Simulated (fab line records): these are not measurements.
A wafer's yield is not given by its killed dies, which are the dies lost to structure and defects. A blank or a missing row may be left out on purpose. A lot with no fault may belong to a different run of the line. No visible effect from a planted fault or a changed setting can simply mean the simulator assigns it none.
fab line records :: flow rit-cmos
[record]
  lots = 16
  wafers = 48
  last-day = 8
route steps=202 shown NRETRO@56 M1@202
lots untouched by any fault: they come from a run of this same line in which no faults occurred
start-h: the number of hours between the record's first day and the start of the first shown wafer of the lot :: wait-h: hours elapsed since this lot's preceding step :: " repeats the value in the row above :: L1.1+2: a row that stands for several wafers :: - no value, or no start was given :: * or withheld: withheld :: < > ~ a bound
route shown NAME@n: a module of which the file shows steps, and the number in the route of the first :: usual: average and standard deviation across the fault-free wafers :: same: alike in all rows :: chamber/n: place in a boat :: sites: the reading at each site :: _std_site: how widely they spread, as a standard deviation :: _edge_site: mean of outer sites minus mean of inner sites :: radius-mm: for every site, how far away it sits from the centre of the wafer :: mask NAME#n: copy n :: behind: the most recent tool/chamber to have shaped the wafer :: hold: why the lot was held/for how many hours/how that ended :: device: transistor that didn't switch, given as n, p or np :: end of line: the route-end tests of the same wafers :: a step given without rows: its recipe and nothing more :: killed: count of dies lost to structure and defects at first sort (not the wafer's yield) :: map: the dies of a wafer, with x for killed, . for not killed, _ for no die there
set.NAME: the run value of the setting; set.NAME@STEP: its run value at that earlier step :: model.NAME: the simulator's own value behind a step, which no gauge read
the route's steps for a sample of lots (tables are steps, rows are wafers)
services: when a tool's chamber went out of use (start-h, in hours from the record's first day, below 0 if earlier), for how many hours, and the reason
[[steps]]
[step RIT_NRETRO_EXPOSE_03]
[recipe]
  mask-id = M4
  na = 0.57
  target-cd-nm = 43900
  dose-mj = 250
[same]
  na = 0.57
lot.wafer: L224.2+5+6
tool: iline-stepper-02
chamber: 0
start-h: 31.69
wait-h: 0.2
mask: M4#0

lot.wafer: L227.2+3+6
tool: iline-stepper-01
chamber: 0
start-h: 49.89
wait-h: 0.2
mask: M4#0

lot.wafer: L228.1+2+6
tool: iline-stepper-02
chamber: 0
start-h: 54.74
wait-h: 0.2
mask: M4#0

lot.wafer: L229.2+4+6
tool: iline-stepper-01
chamber: 0
start-h: 60.47
wait-h: 0.2
mask: M4#0

lot.wafer: L230.1+4+6
tool: iline-stepper-01
chamber: 0
start-h: 60.56
wait-h: 0.1
mask: M4#0

lot.wafer: L231.1+4+6
tool: iline-stepper-02
chamber: 0
start-h: 66.01
wait-h: 0.2
mask: M4#0

lot.wafer: L232.1+2+3
tool: iline-stepper-01
chamber: 0
start-h: 71.70
wait-h: 0.2
mask: M4#0

lot.wafer: L233.1+2+4
tool: iline-stepper-02
chamber: 0
start-h: 76.24
wait-h: 0.2
mask: M4#0

lot.wafer: L234.1+2+4
tool: iline-stepper-02
chamber: 0
start-h: 80.99
wait-h: 0.1
mask: M4#0

lot.wafer: L235.1+2+6
tool: iline-stepper-01
chamber: 0
start-h: 85.50
wait-h: 0.2
mask: M4#0

lot.wafer: L237.2+3+4
tool: iline-stepper-02
chamber: 0
start-h: 96.45
wait-h: 0.2
mask: M4#0

lot.wafer: L238.2+5+6
tool: iline-stepper-01
chamber: 0
start-h: 100.67
wait-h: 0.2
mask: M4#0

lot.wafer: L239.1+2+6
tool: iline-stepper-01
chamber: 0
start-h: 106.80
wait-h: 0.1
mask: M4#0

lot.wafer: L240.2+4+5
tool: iline-stepper-01
chamber: 0
start-h: 111.06
wait-h: 0.1
mask: M4#0

lot.wafer: L241.1+4+6
tool: iline-stepper-01
chamber: 0
start-h: 114.93
wait-h: 0.1
mask: M4#0

lot.wafer: L247.1+3+6
tool: iline-stepper-02
chamber: 0
start-h: 146.47
wait-h: 0.2
mask: M4#0
[step RIT_NRETRO_OVL_MEAS_06]
[usual]
  NRETRO_OVL = -0.7/1.4
lot.wafer: L224.2
tool: overlay-01
chamber: -
start-h: 32.10
wait-h: -
NRETRO_OVL[nm]: 0.8

lot.wafer: L224.5
tool: overlay-01
chamber: -
start-h: 32.10
wait-h: -
NRETRO_OVL[nm]: 2.0

lot.wafer: L224.6
tool: overlay-01
chamber: -
start-h: 32.10
wait-h: -
NRETRO_OVL[nm]: 0.4

lot.wafer: L227.2
tool: overlay-01
chamber: -
start-h: 50.31
wait-h: -
NRETRO_OVL[nm]: -0.4

lot.wafer: L227.3
tool: overlay-01
chamber: -
start-h: 50.31
wait-h: -
NRETRO_OVL[nm]: -1.5

lot.wafer: L227.6
tool: overlay-01
chamber: -
start-h: 50.31
wait-h: -
NRETRO_OVL[nm]: -0.5

lot.wafer: L228.1
tool: overlay-01
chamber: -
start-h: 55.18
wait-h: -
NRETRO_OVL[nm]: 1.4

lot.wafer: L228.2
tool: overlay-01
chamber: -
start-h: 55.18
wait-h: -
NRETRO_OVL[nm]: -0.1

lot.wafer: L228.6
tool: overlay-01
chamber: -
start-h: 55.18
wait-h: -
NRETRO_OVL[nm]: 0.8

lot.wafer: L229.2
tool: overlay-02
chamber: -
start-h: 60.88
wait-h: -
NRETRO_OVL[nm]: -2.1

lot.wafer: L229.4
tool: overlay-02
chamber: -
start-h: 60.88
wait-h: -
NRETRO_OVL[nm]: -1.7

lot.wafer: L229.6
tool: overlay-02
chamber: -
start-h: 60.88
wait-h: -
NRETRO_OVL[nm]: -2.5

lot.wafer: L230.1
tool: overlay-02
chamber: -
start-h: 60.99
wait-h: -
NRETRO_OVL[nm]: -2.0

lot.wafer: L230.4
tool: overlay-02
chamber: -
start-h: 60.99
wait-h: -
NRETRO_OVL[nm]: -1.8

lot.wafer: L230.6
tool: overlay-02
chamber: -
start-h: 60.99
wait-h: -
NRETRO_OVL[nm]: -1.3

lot.wafer: L231.1
tool: overlay-01
chamber: -
start-h: 66.44
wait-h: -
NRETRO_OVL[nm]: 0.7

lot.wafer: L231.4
tool: overlay-01
chamber: -
start-h: 66.44
wait-h: -
NRETRO_OVL[nm]: 1.4

lot.wafer: L231.6
tool: overlay-01
chamber: -
start-h: 66.44
wait-h: -
NRETRO_OVL[nm]: -1.7

lot.wafer: L232.1
tool: overlay-01
chamber: -
start-h: 72.13
wait-h: -
NRETRO_OVL[nm]: -0.8

lot.wafer: L232.2
tool: overlay-01
chamber: -
start-h: 72.13
wait-h: -
NRETRO_OVL[nm]: -2.2

lot.wafer: L232.3
tool: overlay-01
chamber: -
start-h: 72.13
wait-h: -
NRETRO_OVL[nm]: -2.9

lot.wafer: L233.1
tool: overlay-02
chamber: -
start-h: 76.80
wait-h: -
NRETRO_OVL[nm]: -2.0

lot.wafer: L233.2
tool: overlay-02
chamber: -
start-h: 76.80
wait-h: -
NRETRO_OVL[nm]: -2.2

lot.wafer: L233.4
tool: overlay-02
chamber: -
start-h: 76.80
wait-h: -
NRETRO_OVL[nm]: -3.7

lot.wafer: L234.1
tool: overlay-02
chamber: -
start-h: 81.42
wait-h: -
NRETRO_OVL[nm]: -3.0

lot.wafer: L234.2
tool: overlay-02
chamber: -
start-h: 81.42
wait-h: -
NRETRO_OVL[nm]: -0.3

lot.wafer: L234.4
tool: overlay-02
chamber: -
start-h: 81.42
wait-h: -
NRETRO_OVL[nm]: 0.2

lot.wafer: L235.1
tool: overlay-02
chamber: -
start-h: 85.93
wait-h: -
NRETRO_OVL[nm]: -0.7

lot.wafer: L235.2
tool: overlay-02
chamber: -
start-h: 85.93
wait-h: -
NRETRO_OVL[nm]: -2.1

lot.wafer: L235.6
tool: overlay-02
chamber: -
start-h: 85.93
wait-h: -
NRETRO_OVL[nm]: -2.0

lot.wafer: L237.2
tool: overlay-02
chamber: -
start-h: 96.86
wait-h: -
NRETRO_OVL[nm]: 0.6

lot.wafer: L237.3
tool: overlay-02
chamber: -
start-h: 96.86
wait-h: -
NRETRO_OVL[nm]: 0.8

lot.wafer: L237.4
tool: overlay-02
chamber: -
start-h: 96.86
wait-h: -
NRETRO_OVL[nm]: -0.2

lot.wafer: L238.2
tool: overlay-02
chamber: -
start-h: 101.10
wait-h: -
NRETRO_OVL[nm]: -

lot.wafer: L238.5
tool: overlay-02
chamber: -
start-h: 101.10
wait-h: -
NRETRO_OVL[nm]: -

lot.wafer: L238.6
tool: overlay-02
chamber: -
start-h: 101.10
wait-h: -
NRETRO_OVL[nm]: -

lot.wafer: L239.1
tool: overlay-01
chamber: -
start-h: 107.23
wait-h: -
NRETRO_OVL[nm]: -

lot.wafer: L239.2
tool: overlay-01
chamber: -
start-h: 107.23
wait-h: -
NRETRO_OVL[nm]: -

lot.wafer: L239.6
tool: overlay-01
chamber: -
start-h: 107.23
wait-h: -
NRETRO_OVL[nm]: -

lot.wafer: L240.2
tool: overlay-02
chamber: -
start-h: 111.47
wait-h: -
NRETRO_OVL[nm]: -

lot.wafer: L240.4
tool: overlay-02
chamber: -
start-h: 111.47
wait-h: -
NRETRO_OVL[nm]: -

lot.wafer: L240.5
tool: overlay-02
chamber: -
start-h: 111.47
wait-h: -
NRETRO_OVL[nm]: -

lot.wafer: L241.1
tool: overlay-01
chamber: -
start-h: 115.36
wait-h: -
NRETRO_OVL[nm]: -

lot.wafer: L241.4
tool: overlay-01
chamber: -
start-h: 115.36
wait-h: -
NRETRO_OVL[nm]: -

lot.wafer: L241.6
tool: overlay-01
chamber: -
start-h: 115.36
wait-h: -
NRETRO_OVL[nm]: -

lot.wafer: L247.1
tool: overlay-02
chamber: -
start-h: 146.90
wait-h: -
NRETRO_OVL[nm]: 0.8

lot.wafer: L247.3
tool: overlay-02
chamber: -
start-h: 146.90
wait-h: -
NRETRO_OVL[nm]: -0.5

lot.wafer: L247.6
tool: overlay-02
chamber: -
start-h: 146.90
wait-h: -
NRETRO_OVL[nm]: 2.0
[step RIT_M1_PROBE_99]
[usual]
  killed_at_M0_to_M3 = 0.0/0.083
  killed-at-contacts = 0.1/0.31
  killed-at-front-end = 6.3/2.7
  killed-dies = 6.4/2.7
  killed-on-rim = 1.7/1.4
  killed-open = 3.3/2
  killed-short = 3/1.8
[same]
  gross-dies = 264
  killed_at_M4_up = 0
  killed-at-back-side = 0
  killed-at-other = 0
lot.wafer: L238.2
tool: prober-02
chamber: -
start-h: 130.17
wait-h: 0.1
killed_at_M0_to_M3: 0
killed-at-contacts: 0
killed-at-front-end: 264
killed-dies: 264
killed-on-rim: 70
killed-open: 4
killed-short: 2

lot.wafer: L238.5
tool: prober-02
chamber: -
start-h: 130.32
wait-h: 0.2
killed_at_M0_to_M3: 0
killed-at-contacts: 0
killed-at-front-end: 264
killed-dies: 264
killed-on-rim: 70
killed-open: 3
killed-short: 6

lot.wafer: L238.6
tool: prober-02
chamber: -
start-h: 130.37
wait-h: 0.2
killed_at_M0_to_M3: 0
killed-at-contacts: 0
killed-at-front-end: 264
killed-dies: 264
killed-on-rim: 70
killed-open: 3
killed-short: 1

lot.wafer: L239.1
tool: prober-01
chamber: -
start-h: 138.09
wait-h: 0.1
killed_at_M0_to_M3: 1
killed-at-contacts: 0
killed-at-front-end: 263
killed-dies: 264
killed-on-rim: 70
killed-open: 4
killed-short: 5

lot.wafer: L239.2
tool: prober-01
chamber: -
start-h: 138.14
wait-h: 0.1
killed_at_M0_to_M3: 0
killed-at-contacts: 0
killed-at-front-end: 264
killed-dies: 264
killed-on-rim: 70
killed-open: 3
killed-short: 3

lot.wafer: L239.6
tool: prober-01
chamber: -
start-h: 138.34
wait-h: 0.2
killed_at_M0_to_M3: 0
killed-at-contacts: 0
killed-at-front-end: 264
killed-dies: 264
killed-on-rim: 70
killed-open: 3
killed-short: 2

lot.wafer: L240.2
tool: prober-02
chamber: -
start-h: 139.80
wait-h: 0.1
killed_at_M0_to_M3: 0
killed-at-contacts: 0
killed-at-front-end: 264
killed-dies: 264
killed-on-rim: 70
killed-open: 4
killed-short: 2

lot.wafer: L240.4
tool: prober-02
chamber: -
start-h: 139.90
wait-h: 0.2
killed_at_M0_to_M3: 0
killed-at-contacts: 0
killed-at-front-end: 264
killed-dies: 264
killed-on-rim: 70
killed-open: 0
killed-short: 8

lot.wafer: L240.5
tool: prober-02
chamber: -
start-h: 139.95
wait-h: 0.2
killed_at_M0_to_M3: 0
killed-at-contacts: 0
killed-at-front-end: 264
killed-dies: 264
killed-on-rim: 70
killed-open: 8
killed-short: 4

lot.wafer: L241.1
tool: prober-01
chamber: -
start-h: 144.80
wait-h: 0.1
killed_at_M0_to_M3: 0
killed-at-contacts: 0
killed-at-front-end: 264
killed-dies: 264
killed-on-rim: 70
killed-open: 0
killed-short: 1

lot.wafer: L241.4
tool: prober-01
chamber: -
start-h: 144.95
wait-h: 0.2
killed_at_M0_to_M3: 0
killed-at-contacts: 0
killed-at-front-end: 264
killed-dies: 264
killed-on-rim: 70
killed-open: 3
killed-short: 2

lot.wafer: L241.6
tool: prober-01
chamber: -
start-h: 145.05
wait-h: 0.2
killed_at_M0_to_M3: 0
killed-at-contacts: 1
killed-at-front-end: 263
killed-dies: 264
killed-on-rim: 70
killed-open: 2
killed-short: 3
// killed by level:class
L238.2 NRETRO:overlay=258 GATE:geometric-particle:open=2 REOX:geometric-particle:open=1 REOX:geometric-particle:short=1 SPACER:geometric-particle:open=1 SPACER:geometric-particle:short=1
L238.5 NRETRO:overlay=255 FOX2:geometric-particle:short=2 FOX2:geometric-particle:open=2 GATE:geometric-particle:short=2 FOX1:geometric-particle:short=1 REOX:geometric-particle:open=1 REOX:geometric-particle:short=1
L238.6 NRETRO:overlay=260 GATE:geometric-particle:open=2 REOX:geometric-particle:short=1 REOX:geometric-particle:open=1
L239.1 NRETRO:overlay=255 FOX1:geometric-particle:short=2 REOX:geometric-particle:open=2 SPACER:geometric-particle:short=2 FOX1:geometric-particle:open=1 GATE:geometric-particle:short=1 M1:geometric-particle:open=1
L239.2 NRETRO:overlay=257 GATE:geometric-particle:short=2 GATE:geometric-particle:open=1 REOX:geometric-particle:open=1 SILICIDE:geometric-particle:open=1 SILICIDE:geometric-particle:short=1 NRETRO:coat-microbubble-printed=1
L239.6 NRETRO:overlay=259 FOX2:geometric-particle:open=2 GATE:geometric-particle:short=2 FOX1:geometric-particle:open=1
L240.2 NRETRO:overlay=258 FOX1:geometric-particle:short=1 GATE:geometric-particle:open=1 REOX:geometric-particle:open=1 SPACER:geometric-particle:short=1 SPACER:geometric-particle:open=1 SILICIDE:geometric-particle:open=1
L240.4 NRETRO:overlay=256 GATE:geometric-particle:short=2 REOX:geometric-particle:short=2 ACTIVE:geometric-particle:short=1 FOX1:geometric-particle:short=1 SPACER:geometric-particle:short=1 SILICIDE:geometric-particle:short=1
L240.5 NRETRO:overlay=252 GATE:geometric-particle:open=4 GATE:geometric-particle:short=2 FOX1:geometric-particle:short=1 FOX1:geometric-particle:open=1 FOX2:geometric-particle:open=1 REOX:geometric-particle:short=1 SPACER:geometric-particle:open=1
L241.1 NRETRO:overlay=262 FOX1:geometric-particle:short=1 NWELL:coat-microbubble-printed=1
L241.4 NRETRO:overlay=257 REOX:geometric-particle:open=3 NWELL:coat-microbubble-printed=2 GATE:geometric-particle:short=1 REOX:geometric-particle:short=1
L241.6 NRETRO:overlay=259 FOX1:geometric-particle:short=1 GATE:geometric-particle:open=1 REOX:geometric-particle:open=1 REOX:geometric-particle:short=1 CONTACT:geometric-particle:short=1
[[services]]
tool: iline-stepper-01
chamber: -
start-h: 81.64
hours: 1.3
kind: repair

tool: iline-stepper-02
chamber: -
start-h: 103.32
hours: 1.7
kind: pm
[[key]]
[first-sign]
  step = RIT_NRETRO_OVL_MEAS_06
  reading = NRETRO_OVL
  direction = missing
[effect]
  step = RIT_M1_PROBE_99
  reading = killed-dies
  direction = up
  sigmas = 96
  usual = 6.4
  struck = 264
[more-kills-born-at]
  RIT_NRETRO_EXPOSE_03@iline-stepper-01 = 3088
met-at RIT_NRETRO_EXPOSE_03
struck-lots L238,L239,L240,L241
tester-left-out L238,L239,L240,L241
onset-between 85.50 100.67
[fault]
  kind = scanner-matching-overlay
  tool = iline-stepper-01
  chamber = -
  onset-h = 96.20
  steps = RIT_NRETRO_EXPOSE_03
  offset = 11453
// tester-left-out: of these lots the tester's yield and bins aren't shown, on N5 and GAA mostly nor the transistor test; their killed dies are dies lost to structure and defects alone, not to doping, threshold or leakage, so they don't give the yield
